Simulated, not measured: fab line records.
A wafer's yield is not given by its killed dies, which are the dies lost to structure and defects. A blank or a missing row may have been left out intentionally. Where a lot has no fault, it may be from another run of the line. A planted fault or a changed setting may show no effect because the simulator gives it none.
The tool behind it: which one? | flow berkeleyCmos170 | 14 lots with 42 wafers sampled at 5 steps, on a route of 331 steps

WHAT THE GAUGES READ, wafer by wafer
UCB170_M1_THK_MEAS_02: measures by xrf.
lot  | measured     | on           | M1_AL_THK (nm)
L171 | day 8 00:38  | filmMetro-01 | 612 614 616
L172 | day 8 00:58  | filmMetro-03 | 605 600 602
L175 | day 8 06:58  | filmMetro-02 | 609 615 609
L173 | day 8 09:26  | filmMetro-01 | 598 599 605
L174 | day 8 07:34  | filmMetro-03 | 609 606 605
L176 | day 9 08:33  | filmMetro-01 | 610 609 608
L181 | day 10 19:39 | filmMetro-01 | 616 611 611
L184 | day 11 00:18 | filmMetro-02 | 603 606 604
L186 | day 11 02:06 | filmMetro-02 | 606 604 611
L187 | day 12 01:24 | filmMetro-01 | 612 614 612
L190 | day 11 20:43 | filmMetro-01 | 610 620 622
L192 | day 12 09:25 | filmMetro-01 | 600 604 604
L189 | day 12 09:46 | filmMetro-03 | 611 612 607
L193 | day 13 12:37 | filmMetro-02 | 611 612 609

UCB170_M2_CD_MEAS_15: target cd 700 nm.
lot  | measured     | on       | cdNm (nm)
L171 | day 8 08:47  | cdSem-01 | 698.8 699.7 700.2
L172 | day 8 11:09  | cdSem-01 | 698.2 701.5 699.2
L175 | day 8 15:00  | cdSem-02 | 697.3 695.7 696.8
L173 | day 8 17:38  | cdSem-02 | 699.9 700.9 699.8
L174 | day 8 17:56  | cdSem-02 | 702.8 701.7 701.7
L176 | day 9 17:14  | cdSem-01 | 700.2 699.7 701.0
L181 | day 11 05:39 | cdSem-01 | 700.9 699.2 701.9
L184 | day 11 07:42 | cdSem-02 | 700.9 700.7 702.2
L186 | day 11 10:39 | cdSem-01 | 699.0 698.3 698.9
L187 | day 12 16:03 | cdSem-02 | 696.4 697.5 697.8
L190 | day 12 06:51 | cdSem-02 | 702.2 700.4 700.1
L192 | day 12 19:31 | cdSem-02 | 698.8 700.4 700.5
L189 | day 12 19:22 | cdSem-01 | 701.1 698.9 700.2
L193 | day 13 22:09 | cdSem-02 | 698.1 698.7 699.0

EACH LOT AND THE TOOL THAT RAN IT (in order: tool; ch and the chambers of the sampled wafers; start)
lot  | UCB170_PLDD_STRIP_10                | UCB170_BACKSIDE_COAT_01          | UCB170_BACKSIDE_STRIP_03
L171 | plasmaAsher-02 ch 0,1, day 7 00:47  | lithoTrack-02 ch 0, day 7 17:11  | plasmaAsher-04 ch 0,1, day 7 17:28
L172 | plasmaAsher-02 ch 0,1, day 7 01:47  | lithoTrack-03 ch 0, day 7 17:02  | plasmaAsher-03 ch 0,1, day 7 17:20
L175 | plasmaAsher-02 ch 0,1, day 7 12:43  | lithoTrack-04 ch 0, day 8 00:23  | plasmaAsher-04 ch 0,1, day 8 00:41
L173 | plasmaAsher-03 ch 0,1, day 7 12:59  | lithoTrack-04 ch 0, day 8 01:06  | plasmaAsher-03 ch 0,1, day 8 01:24
L174 | plasmaAsher-02 ch 0,1, day 7 13:04  | lithoTrack-02 ch 0, day 8 00:47  | plasmaAsher-02 ch 0,1, day 8 01:03
L176 | plasmaAsher-02 ch 0,1, day 8 10:24  | lithoTrack-03 ch 0, day 9 01:28  | plasmaAsher-02 ch 0,1, day 9 01:45
L181 | plasmaAsher-03 ch 0,1, day 9 21:12  | lithoTrack-02 ch 0, day 10 10:28 | plasmaAsher-03 ch 0,1, day 10 10:45
L184 | plasmaAsher-03 ch 0,1, day 10 05:50 | lithoTrack-02 ch 0, day 10 17:45 | plasmaAsher-04 ch 0,1, day 10 18:03
L186 | plasmaAsher-04 ch 0,1, day 10 06:07 | lithoTrack-03 ch 0, day 10 18:08 | plasmaAsher-03 ch 0,1, day 10 18:26
L187 | plasmaAsher-03 ch 1, day 11 00:08   | lithoTrack-03 ch 0, day 11 14:32 | plasmaAsher-04 ch 1, day 11 14:49
L190 | plasmaAsher-02 ch 0,1, day 11 00:37 | lithoTrack-03 ch 0, day 11 13:48 | plasmaAsher-02 ch 0, day 11 14:04
L192 | plasmaAsher-04 ch 0,1, day 11 11:52 | lithoTrack-04 ch 0, day 11 23:37 | plasmaAsher-04 ch 0,1, day 11 23:54
L189 | plasmaAsher-02 ch 0,1, day 11 12:01 | lithoTrack-04 ch 0, day 12 00:01 | plasmaAsher-03 ch 0,1, day 12 00:19
L193 | plasmaAsher-04 ch 0,1, day 12 02:55 | lithoTrack-04 ch 0, day 13 05:38 | plasmaAsher-02 ch 0,1, day 13 05:56
- UCB170_PLDD_STRIP_10: strips in O2.
- UCB170_BACKSIDE_COAT_01: resist thk 900 nm.
- UCB170_BACKSIDE_STRIP_03: strips in O2.

AS READ BY THE TOOLS THEMSELVES (means over the sampled wafers that have a number; for cases with no such wafer, the mark the record gives instead)
UCB170_PLDD_STRIP_10.
lot  | tool           | drypumpMotorCurrentA (A) | oesProductAu (a.u.) | stripTimeToEndpointS (s)
L171 | plasmaAsher-02 | 6.0                      | 0.731               | 21.62
L172 | plasmaAsher-02 | 5.9                      | 0.736               | 21.64
L175 | plasmaAsher-02 | 6.0                      | 0.734               | 21.57
L173 | plasmaAsher-03 | 6.1                      | 0.739               | 21.67
L174 | plasmaAsher-02 | 5.7                      | 0.730               | 21.68
L176 | plasmaAsher-02 | 5.7                      | 0.735               | 21.64
L181 | plasmaAsher-03 | 6.0                      | 0.733               | 21.66
L184 | plasmaAsher-03 | 6.0                      | 0.741               | 21.52
L186 | plasmaAsher-04 | 5.5                      | 0.734               | 21.61
L187 | plasmaAsher-03 | 6.4                      | 0.734               | 21.70
L190 | plasmaAsher-02 | 5.7                      | 0.732               | 21.62
L192 | plasmaAsher-04 | 5.5                      | 0.732               | 21.64
L189 | plasmaAsher-02 | 5.7                      | 0.735               | 21.49
L193 | plasmaAsher-04 | 5.4                      | 0.733               | 21.62

UCB170_BACKSIDE_COAT_01.
lot  | tool          | spinSpeedRpm (rpm)
L171 | lithoTrack-02 | 1500.9
L172 | lithoTrack-03 | 1498.8
L175 | lithoTrack-04 | 1500.1
L173 | lithoTrack-04 | 1499.1
L174 | lithoTrack-02 | 1499.8
L176 | lithoTrack-03 | 1500.0
L181 | lithoTrack-02 | 1440.0
L184 | lithoTrack-02 | 1437.7
L186 | lithoTrack-03 | 1500.7
L187 | lithoTrack-03 | 1499.6
L190 | lithoTrack-03 | 1500.5
L192 | lithoTrack-04 | 1499.7
L189 | lithoTrack-04 | 1500.4
L193 | lithoTrack-04 | 1499.1

UCB170_BACKSIDE_STRIP_03.
lot  | tool           | drypumpMotorCurrentA (A) | oesProductAu (a.u.) | stripTimeToEndpointS (s)
L171 | plasmaAsher-04 | 5.5                      | 0.734               | 21.87
L172 | plasmaAsher-03 | 5.7                      | 0.735               | 22.01
L175 | plasmaAsher-04 | 5.5                      | 0.733               | 22.07
L173 | plasmaAsher-03 | 6.0                      | 0.735               | 22.03
L174 | plasmaAsher-02 | 6.0                      | 0.735               | 22.01
L176 | plasmaAsher-02 | 6.0                      | 0.734               | 21.88
L181 | plasmaAsher-03 | 5.7                      | 0.737               | 22.33
L184 | plasmaAsher-04 | 5.5                      | 0.731               | 22.33
L186 | plasmaAsher-03 | 6.0                      | 0.734               | 21.94
L187 | plasmaAsher-04 | 5.5                      | 0.735               | 21.95
L190 | plasmaAsher-02 | 6.2                      | 0.735               | 22.00
L192 | plasmaAsher-04 | 5.5                      | 0.735               | 22.03
L189 | plasmaAsher-03 | 5.7                      | 0.733               | 21.97
L193 | plasmaAsher-02 | 5.9                      | 0.733               | 21.96

THE ANSWER, worked out from the rows above alone
Rule: the lots themselves supply what counts as usual. The widest of any qualifying gaps counts: lots, ordered by their means at a reading, are off when they make up no more than a third of the lots, leave a main group of 4 or more, and stand apart from it by 3 or more times the standard deviation of that group's means. Not used: any main group whose means are identical at the precision the tables above print for the reading. A lot without any number at a reading at which 4 lots or more have one is off too. Where the step has rows for the other lots, those lots are counted as sound. First the gauges in route order, then the tools' own readings, where a lot's mean is used as printed above. At the first step where some lot is off, the reading lying furthest off is the one used; lots without a number count as furthest.
Off: L181, L184 (UCB170_BACKSIDE_COAT_01, spinSpeedRpm). For the main group the mean is 1499.9 rpm and the standard deviation 0.64.
If a tool, at that step or one of the process steps before it, ran each lot that is off and ran no sound lot following the first of them, it fits. One fits: UCB170_BACKSIDE_COAT_01 on lithoTrack-02. A fault onset in the window from L174 (day 8 00:47, its last sound lot) to L181 (day 10 10:28, its first lot off) fits.
The tool's own readings at UCB170_BACKSIDE_COAT_01 bear it out: on the lots that are off they differ by more than 5 times the standard deviation of the sound lots' means. spinSpeedRpm reads 1438.8 rpm there against 1499.9 rpm on the sound lots.

WHAT THE SIMULATOR HAD INSERTED
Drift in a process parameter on lithoTrack-02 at UCB170_BACKSIDE_COAT_01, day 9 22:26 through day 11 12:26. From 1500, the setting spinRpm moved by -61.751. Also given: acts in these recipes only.
Lots struck among those shown: L181, L184. The rule above reached the same finding.
